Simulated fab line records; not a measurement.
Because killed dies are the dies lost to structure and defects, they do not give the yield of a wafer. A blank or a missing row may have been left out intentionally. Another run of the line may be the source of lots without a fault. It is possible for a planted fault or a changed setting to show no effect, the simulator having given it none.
The same fault as seen by 2 desks ; flow rit_cmos ; each desk has only its own numbers; what lay behind them comes last

## AT THE TOOL OWNER'S DESK: pvd_sputter-02
The tool's own readings at RIT_M1_SPUTTER_00 (material Al, target thk 400 nm, time 500 s): means of the sampled wafers that have a number, for each lot that ran on this tool. If a lot's mean is further than 4 standard deviations from the usual mean, the lot is out of limits and carries the mark OUT (the distance appears in the brackets).
Columns: A = throttle_valve_pct at RIT_M1_SPUTTER_00, usual 30.3 %
lot;first seen here;A
L426;day 5 20:24;29.4
L435;day 7 15:19;29.5
This desk's verdict: no lot among the 2 shows anything out of limits.

## AT THE METROLOGY DESK
What the gauges read for every lot (on any tool): the sampled wafers with a number, averaged. If a lot's mean is further than 4 standard deviations from the usual mean, the lot is out of limits and carries the mark OUT (the distance appears in the brackets).
Columns: A = PWELL_TW at RIT_PWELL_TW_MEAS_10, usual 948; B = M1_AL_RS at RIT_M1_RS_MEAS_01, usual 0.0737 ohm/sq; C = M1_AL_THK at RIT_M1_THK_MEAS_02, usual 399 nm
lot;first seen here;A;B;C
L414;day 1 23:13;946;0.0732;404
L416;day 2 08:29;952;0.0740;400
L417;day 2 13:44;955;0.0721;406
L418;day 2 18:39;943;0.0736;399
L420;day 3 04:56;941;0.0741;395
L421;day 3 10:04;956;0.0734;404
L422;day 3 14:26;940;0.0732;400
L425;day 4 06:44;955;0.0734;401
L426;day 4 11:58;936;0.0739;400
L428;day 4 22:14;958;0.0744;392
L435;day 6 07:45;946;0.0673 (-6.9) OUT;441 (+8.0) OUT
L436;day 6 13:11;942;0.0733;402
L437;day 6 18:59;944;0.0739;394
Finding of this desk: L435 out of limits, first seen on L435 at day 7 15:37 (M1_AL_RS at RIT_M1_RS_MEAS_01). In limits: L414, L416, L417, L418, L420, L421, L422, L425, L426, L428, L436, L437.

## PUT TOGETHER
An alarm was possible from the metrology desk at day 7 15:37, on L435.
Nothing out of limits was seen by the tool owner's desk.
On record at the tool owner's desk: L435, within its limits.
Every lot named ran RIT_M1_SPUTTER_00 on pvd_sputter-02.

## WHAT HAD BEEN PUT IN BY THE SIMULATOR
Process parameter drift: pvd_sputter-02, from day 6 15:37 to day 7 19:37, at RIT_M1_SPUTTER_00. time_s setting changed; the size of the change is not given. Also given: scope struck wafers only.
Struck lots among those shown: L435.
Delay in hours, fault start to first out-of-limits reading, per desk: metrology desk 24.
